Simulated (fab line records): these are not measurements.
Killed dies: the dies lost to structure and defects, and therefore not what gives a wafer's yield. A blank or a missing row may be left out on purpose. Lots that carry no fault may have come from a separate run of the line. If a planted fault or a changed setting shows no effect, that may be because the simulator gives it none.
A struck lot beside a sound one || flow berkeley_cmos170 || 19 steps out of a route of 331
Sound: wafers L495.2, L495.3, L495.4. The struck wafers were L492.1, L492.4, L492.6. At the end, the cause is stated.
At each step with rows: each side's tool, then ch and its chambers, then its first start. Under that, the readings that differ: sound wafers || struck wafers || difference of the means || sigmas: that difference in standard deviations of wafers without a fault.
alike: readings with means less than 2 such deviations apart, plus words and numbers identical on both sides. not compared: withheld readings, readings lacking a value on some wafer, bounds such as >300 that could conceal the same value, and numbers that have no deviation in the record and whose values overlap.
Wherever a step has rows on one side only, a row that says differs or no value, or a row with sigmas, the two part there. Numbers that don't overlap but have no deviation are shown without sigmas and don't part them. A reading that every wafer of one side lacks parts them only if that side has two wafers or more.

UCB170_M1_STRIP_13: strips in O2.
  sound on plasma_asher-04 ch 0,1, day 12 22:16; struck on plasma_asher-04 ch 1, day 12 05:14
  alike: drypump_motor_current_A, oes_product_au
  not compared: rf_hours_counter_h
UCB170_M1_CD_MEAS_90 targets a cd of 700 nm.
  sound on cd_sem-01 at day 12 22:23; struck on cd_sem-02 at day 12 05:20
  alike: cd_nm
then, 1 step without rows for these wafers: UCB170_M1_ANNEAL_14 (time 1200 s).
UCB170_V1_CVD_00: deposits SiO2 from TEOS/O2, target thk 2000 nm, time 250 s.
  sound on pecvd-02 ch 0,1, day 12 23:50; struck on pecvd-02 ch 0,1, day 12 07:34
  alike: heater_power_w
UCB170_V1_THK_MEAS_01:
  sound on film_metro-04 at day 12 23:59; struck on film_metro-04 at day 12 07:43
  alike: V1_TEOS_THK
UCB170_V1_CMP_02: polishes SiO2.
  sound on cmp-01 ch 0,1,3, day 13 00:02; struck on cmp-01 ch 0,3, day 12 07:47
  alike: motor_current_A
UCB170_V1_BOW_MEAS_03:
  sound on film_metro-04 at day 13 00:22; struck on film_metro-04 at day 12 08:05
{"reading": "V1_BOW (um)", "sound": "39 42 30", "struck": "19 21 17", "difference": -18, "sigmas": -2}
UCB170_V1_THK_MEAS_04:
  sound on film_metro-04 at day 13 00:28; struck on film_metro-04 at day 12 08:12
  alike: V1_POLISHED_THK
then, 4 steps without rows for these wafers: UCB170_V1_CLEAN_05 (cleans in DIW); UCB170_V1_HMDS_06 (prime time 60 s); UCB170_V1_COAT_07 (resist thk 900 nm); UCB170_V1_SOFTBAKE_08 (time 60 s).
UCB170_V1_EXPOSE_09: exposes mask VIA1, target cd 700 nm.
  sound on krf_scanner-02 ch 0, day 13 01:20; struck on krf_scanner-01 ch 0, day 12 09:29
{"reading": "model.V1.overlay_x_nm (nm)", "sound": "1.456 1.456 1.456", "struck": "169.7 169.7 169.7", "difference": "+168.2", "sigmas": ""}
  alike: mask, exposure_dose_mJ_cm2
then, 2 steps without rows for these wafers: UCB170_V1_PEB_10; UCB170_V1_DEVELOP_11 (develop time 45 s).
UCB170_V1_CD_MEAS_12 targets a cd of 700 nm.
  sound on cd_sem-01 at day 13 01:43; struck on cd_sem-01 at day 12 10:52
{"reading": "cd_nm (nm)", "sound": "697.9 698.1 697.8", "struck": "701.9 701.4 702.7", "difference": "+4.1", "sigmas": "+2"}
UCB170_V1_OVL_MEAS_13:
  sound on overlay-01 at day 13 01:49; struck on overlay-02 at day 12 10:59
{"reading": "V1_OVL (nm)", "sound": "2 -1 2", "struck": "163 169 170", "difference": "+166", "sigmas": "+29"}
UCB170_V1_ETCH_14: etches SiO2 in CHF3/CF4/Ar, stops on Al, target depth 1250 nm, time 291 s.
  sound on rie_diel-04 ch 0,2,3, day 13 01:51; struck on rie_diel-03 ch 1,3, day 12 11:01
  alike: drypump_motor_current_A, oes_product_au, throttle_valve_pct
  not compared: rf_hours_counter_h
UCB170_M3_PROBE_99:
  rows exist in the record for the struck wafers here (prober-01, day 12 21:02), but not for the sound ones

WHERE THEY PART
At UCB170_V1_BOW_MEAS_03 first; at UCB170_M3_PROBE_99 last (within this record only).

WHY: what the simulator had put in
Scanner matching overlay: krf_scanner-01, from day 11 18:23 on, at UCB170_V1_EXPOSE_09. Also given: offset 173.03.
